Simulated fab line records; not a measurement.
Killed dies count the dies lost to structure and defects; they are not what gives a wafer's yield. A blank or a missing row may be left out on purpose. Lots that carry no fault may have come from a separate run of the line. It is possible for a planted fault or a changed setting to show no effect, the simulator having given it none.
A struck lot beside a sound one / flow ritCmos / 44 steps out of a route of 202
Sound: the wafers L153.2, L153.3, L153.4. The struck wafers were L164.1, L164.3, L164.6. The cause is named last.
At each step with rows: each side's tool, then ch and its chambers, then its first start. Under that, the readings that differ: sound wafers / struck wafers / difference of the means / sigmas: that difference in standard deviations of wafers without a fault.
alike: readings with means less than 2 such deviations apart, plus words and numbers identical on both sides. not compared: withheld readings, readings lacking a value on some wafer, bounds such as >300 that could conceal the same value, and numbers that have no deviation in the record and whose values overlap.
A row with sigmas, a row that says differs or no value, or rows on one side alone: a step with any of these is where the two part. Numbers that have no deviation but don't overlap get no sigmas and don't part them. Lack of a reading on every wafer of one side parts them only where that side has two or more wafers.

first, 3 steps without rows for these wafers: RIT_REOX_CLEAN_01 (cleans in dHF, time 30 s); RIT_REOX_CLEAN_02 (cleans in SC2, time 600 s); RIT_REOX_OXIDATION_03 (target thk 25.2 nm, ox time 5580 s).
RIT_REOX_THK_MEAS_04:
  sound on filmMetro-01, day 3 14:12; struck on filmMetro-02, day 5 14:20
  alike: REOX_OXIDE_THK
then, 6 steps without rows for these wafers: RIT_NLDD_HMDS_00 (prime time 60 s); RIT_NLDD_COAT_01 (resist thk 1000 nm); RIT_NLDD_SOFTBAKE_02 (time 60 s); RIT_NLDD_EXPOSE_03 (exposes mask M7, target cd 40700 nm); RIT_NLDD_PEB_04; RIT_NLDD_DEVELOP_05 (develop time 50 s).
RIT_NLDD_OVL_MEAS_06:
  sound on overlay-01, day 3 15:06; struck on overlay-01, day 5 15:29
  alike: NLDD_OVL
then, 1 step without rows for these wafers: RIT_NLDD_HARDBAKE_07 (time 60 s).
RIT_NLDD_IMPLANT_08:
  sound on implanter-04 ch 0, day 3 15:19; struck on implanter-01 ch 0, day 5 15:40
reading=tiltDeg (degrees); sound=6.998 7.004 7.002; struck=0.006 -0.009 0.007; difference=-7.000; sigmas=-99 or more
RIT_NLDD_STRIP_09: strips in O2, time 180 s.
  sound on plasmaAsher-03 ch 0,1, day 3 15:26; struck on plasmaAsher-02 ch 0,1, day 5 15:49
reading=drypumpMotorCurrentA (A); sound=5.5 5.5 5.5; struck=5.7 6.5 6.6; difference=+0.8; sigmas=+2
  not compared: rfHoursCounterH
RIT_NLDD_TW_MEAS_10:
  sound on filmMetro-04, day 3 15:37; struck on filmMetro-03, day 5 15:59
reading=NLDD_TW; sound=2498 2501 2489; struck=2246 2247 2253; difference=-247; sigmas=-15
then, 6 steps without rows for these wafers: RIT_PLDD_HMDS_00 (prime time 60 s); RIT_PLDD_COAT_01 (resist thk 1000 nm); RIT_PLDD_SOFTBAKE_02 (time 60 s); RIT_PLDD_EXPOSE_03 (exposes mask M8, target cd 40900 nm); RIT_PLDD_PEB_04; RIT_PLDD_DEVELOP_05 (develop time 50 s).
RIT_PLDD_OVL_MEAS_06:
  sound on overlay-01, day 3 16:39; struck on overlay-02, day 5 16:54
  alike: PLDD_OVL
then, 2 steps without rows for these wafers: RIT_PLDD_HARDBAKE_07 (time 60 s); RIT_PLDD_IMPLANT_08.
RIT_PLDD_STRIP_09: strips in O2, time 180 s.
  sound on plasmaAsher-04 ch 0,1, day 3 16:59; struck on plasmaAsher-02 ch 0,1, day 5 17:14
  alike: drypumpMotorCurrentA
  not compared: rfHoursCounterH
RIT_PLDD_TW_MEAS_10:
  sound on filmMetro-04, day 3 17:10; struck on filmMetro-04, day 5 17:25
  alike: PLDD_TW
then, 4 steps without rows for these wafers: RIT_SPACER_CLEAN_00 (cleans in SC1, time 600 s); RIT_SPACER_CLEAN_01 (cleans in dHF, time 30 s); RIT_SPACER_CLEAN_02 (cleans in SC2, time 600 s); RIT_SPACER_CVD_03 (deposits Si3N4 from SiH2Cl2/NH3, target thk 250 nm, time 3300 s).
RIT_SPACER_THK_MEAS_04:
  sound on filmMetro-03, day 3 19:33; struck on filmMetro-02, day 5 20:46
  alike: SPACER_NITRIDE_THK
RIT_SPACER_ETCHBACK_05: etches Si3N4 in SF6/CHF3, stops on SiO2, target depth 250 nm, time 240 s.
  sound on rieDiel-01 ch 1,2,3, day 3 19:36; struck on rieDiel-01 ch 0,1,2, day 5 20:49
  alike: drypumpMotorCurrentA, oesProductAu, throttleValvePct
  not compared: rfHoursCounterH
then, 6 steps without rows for these wafers: RIT_NSD_HMDS_00 (prime time 60 s); RIT_NSD_COAT_01 (resist thk 1000 nm); RIT_NSD_SOFTBAKE_02 (time 60 s); RIT_NSD_EXPOSE_03 (exposes mask M9, target cd 40700 nm); RIT_NSD_PEB_04; RIT_NSD_DEVELOP_05 (develop time 50 s).
RIT_NSD_OVL_MEAS_06:
  sound on overlay-01, day 3 20:44; struck on overlay-01, day 5 21:57
  alike: NSD_OVL
then, 2 steps without rows for these wafers: RIT_NSD_HARDBAKE_07 (time 60 s); RIT_NSD_IMPLANT_08.
RIT_NSD_STRIP_09: strips in O2, time 180 s.
  sound on plasmaAsher-03 ch 0,1, day 3 21:04; struck on plasmaAsher-03 ch 0,1, day 5 22:17
  alike: drypumpMotorCurrentA
  not compared: rfHoursCounterH
RIT_SDANNEAL_RS_MEAS_07: measures by four-point-probe.
  sound on filmMetro-04, day 3 23:41; struck on filmMetro-01, day 6 00:52
reading=NLDD_RS (ohm/sq); sound=151.0 150.8 151.3; struck=143.0 143.8 142.9; difference=-7.8; sigmas=-13
RIT_M1_PROBE_99:
  record: rows for the struck wafers here (prober-01, day 6 08:16), none for the sound ones

## WHERE THEY PART
At RIT_NLDD_IMPLANT_08 first; at RIT_M1_PROBE_99 last (within this record only).

WHY: what had been put in by the simulator
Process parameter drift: implanter-01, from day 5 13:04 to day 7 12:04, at RIT_NLDD_IMPLANT_08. Setting tiltDeg, moved by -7, from 7. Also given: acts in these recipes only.
